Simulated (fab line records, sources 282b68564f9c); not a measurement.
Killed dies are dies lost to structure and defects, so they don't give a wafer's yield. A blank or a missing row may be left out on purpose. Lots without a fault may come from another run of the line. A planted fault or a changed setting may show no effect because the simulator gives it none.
A struck lot beside a sound one | flow rit_cmos | 44 steps out of a route of 202
Sound: wafers L984.2, L984.3, L984.6. Struck: wafers L991.2, L991.3, L991.5. The cause comes at the end.
At each step with rows: each side's tool, then ch and its chambers, then its first start. Under that, the readings that differ: sound wafers | struck wafers | difference of the means | sigmas: that difference in standard deviations of wafers without a fault.
alike: readings whose means differ by less than 2 such deviations, and words and numbers that are the same on both sides. not compared: withheld readings, readings that some wafer has no value for, bounds like >300 that may hide the same value, and numbers for which the record gives no deviation and whose values overlap.
The two part at a step that has a row with sigmas, a row that says differs or no value, or rows on one side only. Numbers that don't overlap but have no deviation are shown without sigmas and don't part them. A reading that every wafer of one side lacks parts them only if that side has two wafers or more.

first, 3 steps without rows for these wafers: RIT_REOX_CLEAN_01 (cleans in dHF, time 30 s); RIT_REOX_CLEAN_02 (cleans in SC2, time 600 s); RIT_REOX_OXIDATION_03 (target thk 25.2 nm, ox time 5580 s).
RIT_REOX_THK_MEAS_04:
  sound on film_metro-03, day 3 19:36; struck on film_metro-03, day 5 09:11
  alike: REOX_OXIDE_THK
then, 6 steps without rows for these wafers: RIT_NLDD_HMDS_00 (prime time 60 s); RIT_NLDD_COAT_01 (resist thk 1000 nm); RIT_NLDD_SOFTBAKE_02 (time 60 s); RIT_NLDD_EXPOSE_03 (exposes mask M7, target cd 40700 nm); RIT_NLDD_PEB_04; RIT_NLDD_DEVELOP_05 (develop time 50 s).
RIT_NLDD_OVL_MEAS_06:
  sound on overlay-01, day 3 20:31; struck on overlay-02, day 5 10:15
  alike: NLDD_OVL
then, 1 step without rows for these wafers: RIT_NLDD_HARDBAKE_07 (time 60 s).
RIT_NLDD_IMPLANT_08:
  sound on implanter-03 ch 0, day 3 20:43; struck on implanter-03 ch 0, day 5 10:28
  reading                          | sound                       | struck                   | difference | sigmas
  dose_ions_cm2                    | 4.99e+14 4.996e+14 4.99e+14 | 1e+14 9.97e+13 1.001e+14 | -4e+14     | -99 or more
  end_station_pressure_torr (Torr) | 6.4e-06 6.1e-06 6.4e-06     | 5.1e-06 5.5e-06 5e-06    | -1.1e-06   | -3
  faraday_current_uA               | 1568 1567 1560              | 308 315 313              | -1253      | -42
RIT_NLDD_STRIP_09: strips in O2, time 180 s.
  sound on plasma_asher-02 ch 0,1, day 3 20:50; struck on plasma_asher-04 ch 0,1, day 5 10:35
  alike: drypump_motor_current_A
  not compared: rf_hours_counter_h
RIT_NLDD_TW_MEAS_10:
  sound on film_metro-01, day 3 21:02; struck on film_metro-02, day 5 10:46
  reading | sound          | struck         | difference | sigmas
  NLDD_TW | 2464 2479 2462 | 1553 1548 1551 | -918       | -71
then, 6 steps without rows for these wafers: RIT_PLDD_HMDS_00 (prime time 60 s); RIT_PLDD_COAT_01 (resist thk 1000 nm); RIT_PLDD_SOFTBAKE_02 (time 60 s); RIT_PLDD_EXPOSE_03 (exposes mask M8, target cd 40900 nm); RIT_PLDD_PEB_04; RIT_PLDD_DEVELOP_05 (develop time 50 s).
RIT_PLDD_OVL_MEAS_06:
  sound on overlay-01, day 3 21:58; struck on overlay-01, day 5 11:40
  alike: PLDD_OVL
then, 2 steps without rows for these wafers: RIT_PLDD_HARDBAKE_07 (time 60 s); RIT_PLDD_IMPLANT_08.
RIT_PLDD_STRIP_09: strips in O2, time 180 s.
  sound on plasma_asher-03 ch 0,1, day 3 22:17; struck on plasma_asher-01 ch 0,1, day 5 12:00
  alike: drypump_motor_current_A
  not compared: rf_hours_counter_h
RIT_PLDD_TW_MEAS_10:
  sound on film_metro-01, day 3 22:29; struck on film_metro-01, day 5 12:11
  reading | sound          | struck         | difference | sigmas
  PLDD_TW | 2336 2333 2330 | 2361 2358 2358 | +26        | +2
then, 4 steps without rows for these wafers: RIT_SPACER_CLEAN_00 (cleans in SC1, time 600 s); RIT_SPACER_CLEAN_01 (cleans in dHF, time 30 s); RIT_SPACER_CLEAN_02 (cleans in SC2, time 600 s); RIT_SPACER_CVD_03 (deposits Si3N4 from SiH2Cl2/NH3, target thk 250 nm, time 3300 s).
RIT_SPACER_THK_MEAS_04:
  sound on film_metro-02, day 4 00:50; struck on film_metro-01, day 5 14:40
  alike: SPACER_NITRIDE_THK
RIT_SPACER_ETCHBACK_05: etches Si3N4 in SF6/CHF3, stops on SiO2, target depth 250 nm, time 240 s.
  sound on rie_diel-01 ch 2,3, day 4 00:53; struck on rie_diel-01 ch 0,2, day 5 14:43
  alike: drypump_motor_current_A, oes_product_au, throttle_valve_pct
  not compared: rf_hours_counter_h
then, 6 steps without rows for these wafers: RIT_NSD_HMDS_00 (prime time 60 s); RIT_NSD_COAT_01 (resist thk 1000 nm); RIT_NSD_SOFTBAKE_02 (time 60 s); RIT_NSD_EXPOSE_03 (exposes mask M9, target cd 40700 nm); RIT_NSD_PEB_04; RIT_NSD_DEVELOP_05 (develop time 50 s).
RIT_NSD_OVL_MEAS_06:
  sound on overlay-01, day 4 02:08; struck on overlay-01, day 5 15:43
  alike: NSD_OVL
then, 2 steps without rows for these wafers: RIT_NSD_HARDBAKE_07 (time 60 s); RIT_NSD_IMPLANT_08.
RIT_NSD_STRIP_09: strips in O2, time 180 s.
  sound on plasma_asher-04 ch 0,1, day 4 02:28; struck on plasma_asher-04 ch 0,1, day 5 16:02
  alike: drypump_motor_current_A
  not compared: rf_hours_counter_h
RIT_SDANNEAL_RS_MEAS_07: measures by four-point-probe.
  sound on film_metro-02, day 4 04:56; struck on film_metro-02, day 5 18:41
  reading          | sound             | struck            | difference | sigmas
  NLDD_RS (ohm/sq) | 151.9 151.8 151.8 | 518.8 518.1 520.6 | +367.3     | +99 or more
RIT_M1_PROBE_99:
  the record has rows for the sound wafers here (prober-02, day 4 12:30) and none for the struck ones

WHERE THEY PART
First at RIT_NLDD_IMPLANT_08; last, within this record, at RIT_M1_PROBE_99.

WHY: what the simulator had put in
Process parameter drift: implanter-03, from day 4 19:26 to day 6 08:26, at RIT_NLDD_IMPLANT_08. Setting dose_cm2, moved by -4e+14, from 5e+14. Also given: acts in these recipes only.
